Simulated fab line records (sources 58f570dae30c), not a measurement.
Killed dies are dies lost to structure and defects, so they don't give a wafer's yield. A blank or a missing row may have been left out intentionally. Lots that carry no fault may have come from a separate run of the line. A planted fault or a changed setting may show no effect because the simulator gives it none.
Split-lot study + flow berkeleyCmos170 + on a route of 331 steps: 5 lots, 23 wafers read

== THE SPLIT ==
At UCB170_NLDD_IMPLANT_09, the setting energyKev was moved away from the recipe's 30 on 9 of the 23 wafers read, by -5.7% to +5.5%. For the rest of the wafers, this setting stayed at what the recipe calls for.

Reading taken at the split's own step.

== THE READING ==
In nm, at UCB170_NLDD_IMPLANT_09: implant.drpNm, which is the simulator's own figure and was read by no gauge. No usual value for it is given in the file.

| wafer  | tool, chamber at the split | energyKev as run | against the recipe | implant.drpNm, nm | against lot-mates on the recipe |
|--------|----------------------------|------------------|--------------------|-------------------|---------------------------------|
| L077.2 | implanter-04, 0            | 30               | recipe             | 9.611             | -                               |
| L077.5 | implanter-04, 0            | 30               | recipe             | 9.611             | -                               |
| L077.6 | implanter-04, 0            | 30               | recipe             | 9.611             | -                               |
| L077.3 | implanter-04, 0            | 30.78            | +2.6%              | 9.793             | +0.182                          |
| L077.4 | implanter-04, 0            | 30.78            | +2.6%              | 9.793             | +0.182                          |
| L080.1 | implanter-01, 0            | 31.03            | +3.4%              | 9.851             | +0.240                          |
| L080.3 | implanter-01, 0            | 31.03            | +3.4%              | 9.851             | +0.240                          |
| L080.5 | implanter-01, 0            | 31.03            | +3.4%              | 9.851             | +0.240                          |
| L080.4 | implanter-01, 0            | 30               | recipe             | 9.611             | -                               |
| L080.6 | implanter-01, 0            | 30               | recipe             | 9.611             | -                               |
| L081.1 | implanter-03, 0            | 30               | recipe             | 9.611             | -                               |
| L081.2 | implanter-03, 0            | 30               | recipe             | 9.611             | -                               |
| L081.3 | implanter-03, 0            | 30               | recipe             | 9.611             | -                               |
| L081.4 | implanter-03, 0            | 28.28            | -5.7%              | 9.208             | -0.403                          |
| L081.5 | implanter-03, 0            | 28.28            | -5.7%              | 9.208             | -0.403                          |
| L083.1 | implanter-03, 0            | 30               | recipe             | 9.611             | -                               |
| L083.5 | implanter-03, 0            | 30               | recipe             | 9.611             | -                               |
| L083.6 | implanter-03, 0            | 30               | recipe             | 9.611             | -                               |
| L083.2 | implanter-03, 0            | 31.66            | +5.5%              | 9.999             | +0.388                          |
| L083.3 | implanter-03, 0            | 31.66            | +5.5%              | 9.999             | +0.388                          |
| L082.1 | implanter-01, 0            | 30               | recipe             | 9.611             | -                               |
| L082.2 | implanter-01, 0            | 30               | recipe             | 9.611             | -                               |
| L082.4 | implanter-01, 0            | 30               | recipe             | 9.611             | -                               |

FIT RESULTS
A straight line over all 23 wafers: implant.drpNm changes by +0.0702 nm for each +1% of energyKev; r = +1.00; the points scatter about the line by 0.00035 nm.
The same after taking each lot's own level away (the mean of its wafers on the recipe; 23 wafers): +0.0702 nm for each +1%; r = +1.00; scatter 0.00035 nm.
The reading moves by 0.4 nm for the largest change in energyKev, on that fit.
The lots' own levels span 9.6110 to 9.6110 nm.
Hence the lot-to-lot level has little effect on the slope; both slopes agree.
Check: for one of the wafers moved furthest among these (-5.7%), held out of the fit, the line's prediction against its lot-mates is -0.402 nm. It came out at -0.403 nm against them.

== OTHER SPLITS APPLIED TO THESE WAFERS ==
Other splits were also applied to these wafers ahead of the reading. Each is held against what the fit with the lots' levels taken away leaves over:
| other split on the same wafers    | wafers away from the commonest value | r with implant.drpNm (lot level and that fit taken away) |
|-----------------------------------|--------------------------------------|----------------------------------------------------------|
| UCB170_PWELL_CVD_05 timeS         | 15                                   | +0.10                                                    |
| UCB170_PWELL_IMPLANT_15 energyKev | 10                                   | -0.03                                                    |
| UCB170_FIELD_OXIDATION_01 tempC   | 13                                   | +0.08                                                    |
| UCB170_PVT_IMPLANT_07 energyKev   | 5                                    | -0.33                                                    |
| UCB170_GATE_COAT_07 spinRpm       | 11                                   | +0.28                                                    |

== THE WHOLE CHAIN: every reading that the file lists as answering this split, in the file's order ==
| step                   | what it does | reading                                                        | change (the file's fit)                | r (the file's) |
|------------------------|--------------|----------------------------------------------------------------|----------------------------------------|----------------|
| UCB170_NLDD_IMPLANT_09 |              | implant.rpNm (the simulator's own value, which no gauge read)  | +0.16 nm for each +1% of the setting   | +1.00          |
| UCB170_NLDD_IMPLANT_09 |              | implant.drpNm (the simulator's own value, which no gauge read) | +0.0702 nm for each +1% of the setting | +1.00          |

== FILE'S OWN FIT ==
implant.drpNm changes by +0.0702 nm for each +1% of energyKev, r = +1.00.
